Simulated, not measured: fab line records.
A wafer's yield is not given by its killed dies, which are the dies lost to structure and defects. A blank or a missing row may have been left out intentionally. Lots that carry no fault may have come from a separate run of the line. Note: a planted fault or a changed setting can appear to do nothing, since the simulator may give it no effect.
A struck lot beside a sound one	flow rit cmos	18 out of 202 route steps
Sound: wafers L568.1, L568.3, L568.5. The struck wafers were L575.2, L575.3, L575.4. The cause is named last.
Per side, at each step with rows, come the tool, then ch with its chambers, and then its first start. Under that, the readings that differ: sound wafers	struck wafers	difference of the means	sigmas: that difference in standard deviations of wafers without a fault.
alike: readings whose means differ by less than 2 such deviations, and words and numbers that are the same on both sides. not compared: withheld readings, readings that some wafer has no value for, bounds like >300 that may hide the same value, and numbers for which the record gives no deviation and whose values overlap.
A row with sigmas, a row that says differs or no value, or rows on one side alone: a step with any of these is where the two part. Non-overlapping numbers with no deviation appear without sigmas and do not part them. Lack of a reading on every wafer of one side parts them only where that side has two or more wafers.

first, 4 steps without rows for these wafers: RIT_NLDD_SOFTBAKE_02 (time 60 s); RIT_NLDD_EXPOSE_03 (exposes mask M7, target cd 40700 nm); RIT_NLDD_PEB_04; RIT_NLDD_DEVELOP_05 (develop time 50 s).
RIT_NLDD_OVL_MEAS_06:
  sound on overlay-02 at day 2 23:58; struck on overlay-01 at day 4 11:25
  alike: NLDD_OVL
then, 2 steps without rows for these wafers: RIT_NLDD_HARDBAKE_07 (time 60 s); RIT_NLDD_IMPLANT_08.
RIT_NLDD_STRIP_09: strips in O2, time 180 s.
  sound on plasma asher-02 ch 0, day 3 00:19; struck on plasma asher-01 ch 0,1, day 4 11:44
reading	sound	struck	difference	sigmas
drypump motor current A (A)	6.4 6.4 6.4	5.7 5.2 5.7	-0.9	-2
  not compared: rf hours counter h
RIT_NLDD_TW_MEAS_10:
  sound on film metro-04 at day 3 00:29; struck on film metro-04 at day 4 11:56
  alike: NLDD_TW
then, 3 steps without rows for these wafers: RIT_PLDD_HMDS_00 (prime time 60 s); RIT_PLDD_COAT_01 (resist thk 1000 nm); RIT_PLDD_SOFTBAKE_02 (time 60 s).
RIT_PLDD_EXPOSE_03: exposes mask M8, target cd 40900 nm.
  sound on iline stepper-02 ch 0, day 3 00:59; struck on iline stepper-02 ch 0, day 4 12:34
reading	sound	struck	difference	sigmas
model.PLDD.overlay x nm (nm)	0.4041 0.4041 0.4041	-150.4 -150.4 -150.4	-150.8	
  alike: mask, stage vel mm s
then, 2 steps without rows for these wafers: RIT_PLDD_PEB_04; RIT_PLDD_DEVELOP_05 (develop time 50 s).
RIT_PLDD_OVL_MEAS_06:
  sound on overlay-02 at day 3 01:23; struck on overlay-01 at day 4 12:58
reading	sound	struck	difference	sigmas
PLDD_OVL (nm)	0.6 2.2 1.5	-148.8 -148.0 -149.2	-150.1	-94
then, 1 step without rows for these wafers: RIT_PLDD_HARDBAKE_07 (time 60 s).
RIT_M1_PROBE_99:
  sound on prober-01 at day 3 15:38; struck on prober-02 at day 5 03:24
reading	sound	struck	difference	sigmas
model.etest.pldd.width nm (nm)	3144 3148 3172	3079 3072 3106	-69	
  alike: killed_at_M0_to_M3, killed at contacts, killed at front end, killed dies, killed open, killed short

## WHERE THEY PART
At RIT_NLDD_STRIP_09 first; at RIT_PLDD_OVL_MEAS_06 last (within this record only). Later steps at which nothing parts them and some readings are alike: RIT_M1_PROBE_99.

WHY: whatever the simulator had introduced
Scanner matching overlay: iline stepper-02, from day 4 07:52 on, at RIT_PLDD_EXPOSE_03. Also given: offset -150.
